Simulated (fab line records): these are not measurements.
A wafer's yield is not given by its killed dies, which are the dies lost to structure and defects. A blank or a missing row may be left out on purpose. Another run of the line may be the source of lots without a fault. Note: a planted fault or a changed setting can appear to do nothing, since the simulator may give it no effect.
One fault through the eyes of 2 desks || flow rit_cmos || numbers are kept per desk, each desk with only its own; the story behind them comes last

== THE TOOL OWNER'S DESK: rie_si-01 ==
The tool's own readings at RIT_GATE_ETCH_19 (etches poly-Si in SF6/CHF3/O2, stops on SiO2, time 165 s, target depth 312.5 nm): means of the sampled wafers that have a number, for each lot that ran on this tool. The brackets show how far a lot's mean lies from the usual mean; more than 4 standard deviations puts the lot out of limits, marked OUT.
Columns: A = CHF3_flow_sccm at RIT_GATE_ETCH_19, usual 30.00 sccm; B = drypump_motor_current_A at RIT_GATE_ETCH_19, usual 5.5 A; C = oes_product_au at RIT_GATE_ETCH_19, usual 0.826 a.u.; D = run_length_s at RIT_GATE_ETCH_19, usual 193.1 s; E = throttle_valve_pct at RIT_GATE_ETCH_19, usual 10.24 %
{"lot": "L691", "first seen here": "day 2 18:31", "A": 30.03, "B": 5.3, "C": 0.839, "D": 193.2, "E": 10.37}
{"lot": "L693", "first seen here": "day 3 08:05", "A": 29.99, "B": 5.4, "C": 0.825, "D": 193.1, "E": 10.23}
{"lot": "L695", "first seen here": "day 3 20:08", "A": 29.95, "B": 5.3, "C": 0.831, "D": 193.0, "E": 10.37}
{"lot": "L697", "first seen here": "day 4 07:55", "A": 29.91, "B": 5.6, "C": 0.820, "D": 192.9, "E": 10.23}
{"lot": "L699", "first seen here": "day 4 15:48", "A": 30.05, "B": 5.4, "C": 0.831, "D": 193.2, "E": 10.23}
{"lot": "L701", "first seen here": "day 5 01:28", "A": 30.08, "B": 5.6, "C": 0.818, "D": 193.1, "E": 10.24}
{"lot": "L703", "first seen here": "day 5 10:47", "A": 30.00, "B": 5.6, "C": "0.761 (-5.9) OUT", "D": "210.0 (+53) OUT", "E": 10.12}
{"lot": "L705", "first seen here": "day 5 16:33", "A": 29.97, "B": 5.6, "C": "0.756 (-6.3) OUT", "D": "209.7 (+52) OUT", "E": 10.36}
{"lot": "L707", "first seen here": "day 6 06:15", "A": 30.05, "B": 5.6, "C": "0.768 (-5.2) OUT", "D": "209.7 (+52) OUT", "E": 10.24}
This desk's finding: out of limits on L703, L705, L707; first on L703, day 5 10:47 (oes_product_au at RIT_GATE_ETCH_19). L691, L693, L695, L697, L699, L701 stayed within limits.

== METROLOGY DESK ==
What the gauges read for every lot (on any tool): the sampled wafers with a number, averaged. The brackets show how far a lot's mean lies from the usual mean; more than 4 standard deviations puts the lot out of limits, marked OUT.
Columns: A = NWELL_TW at RIT_NWELL_TW_MEAS_10, usual 2149; B = NRETRO_OVL at RIT_NRETRO_OVL_MEAS_06, usual -0.2 nm; C = NRETRO_TW at RIT_NRETRO_TW_MEAS_10, usual 1041
{"lot": "L691", "first seen here": "day 1 23:34", "A": 2132, "B": 1.2, "C": 1042}
{"lot": "L693", "first seen here": "day 2 09:53", "A": 2164, "B": 0.8, "C": 1043}
{"lot": "L695", "first seen here": "day 2 19:28", "A": 2159, "B": 0.1, "C": 1043}
{"lot": "L696", "first seen here": "day 3 01:53", "A": 2158, "B": 1.2, "C": 1038}
{"lot": "L697", "first seen here": "day 3 10:06", "A": 2137, "B": 0.5, "C": 1037}
{"lot": "L698", "first seen here": "day 3 16:20", "A": 2175, "B": 0.4, "C": 1048}
{"lot": "L699", "first seen here": "day 3 20:28", "A": 2162, "B": 0.9, "C": 1038}
{"lot": "L700", "first seen here": "day 4 01:32", "A": 2139, "B": 0.2, "C": 1052}
{"lot": "L701", "first seen here": "day 4 06:47", "A": 2143, "B": -1.9, "C": 1045}
{"lot": "L703", "first seen here": "day 4 15:03", "A": 2155, "B": -0.4, "C": 1041}
{"lot": "L705", "first seen here": "day 4 22:49", "A": 2161, "B": -0.1, "C": 1038}
{"lot": "L707", "first seen here": "day 5 10:18", "A": 2137, "B": -0.9, "C": 1040}
{"lot": "L710", "first seen here": "day 5 21:58", "A": 2138, "B": 0.9, "C": 1040}
{"lot": "L712", "first seen here": "day 6 09:29", "A": 2152, "B": -1.7, "C": 1033}
{"lot": "L714", "first seen here": "day 6 18:35", "A": 2148, "B": -1.8, "C": 1040}
Result from this desk: across the 15 lots, nothing is out of limits.

== ALL TOGETHER ==
At day 5 10:47, on L703, L705, L707, the tool owner's desk was in a position to raise an alarm.
Metrology desk: nothing out of limits seen.
The metrology desk holds a record of L703, L705, L707, inside its limits.
RIT_GATE_ETCH_19 was run on rie_si-01 by each of the lots named.

== WHAT WAS PUT IN BY THE SIMULATOR ==
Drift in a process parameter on rie_si-01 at RIT_GATE_ETCH_19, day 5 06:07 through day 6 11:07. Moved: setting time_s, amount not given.
Shown lots that were struck: L703, L705, L707.
Time in hours from fault onset to the first out-of-limits reading at each desk: the tool owner's desk, 5.
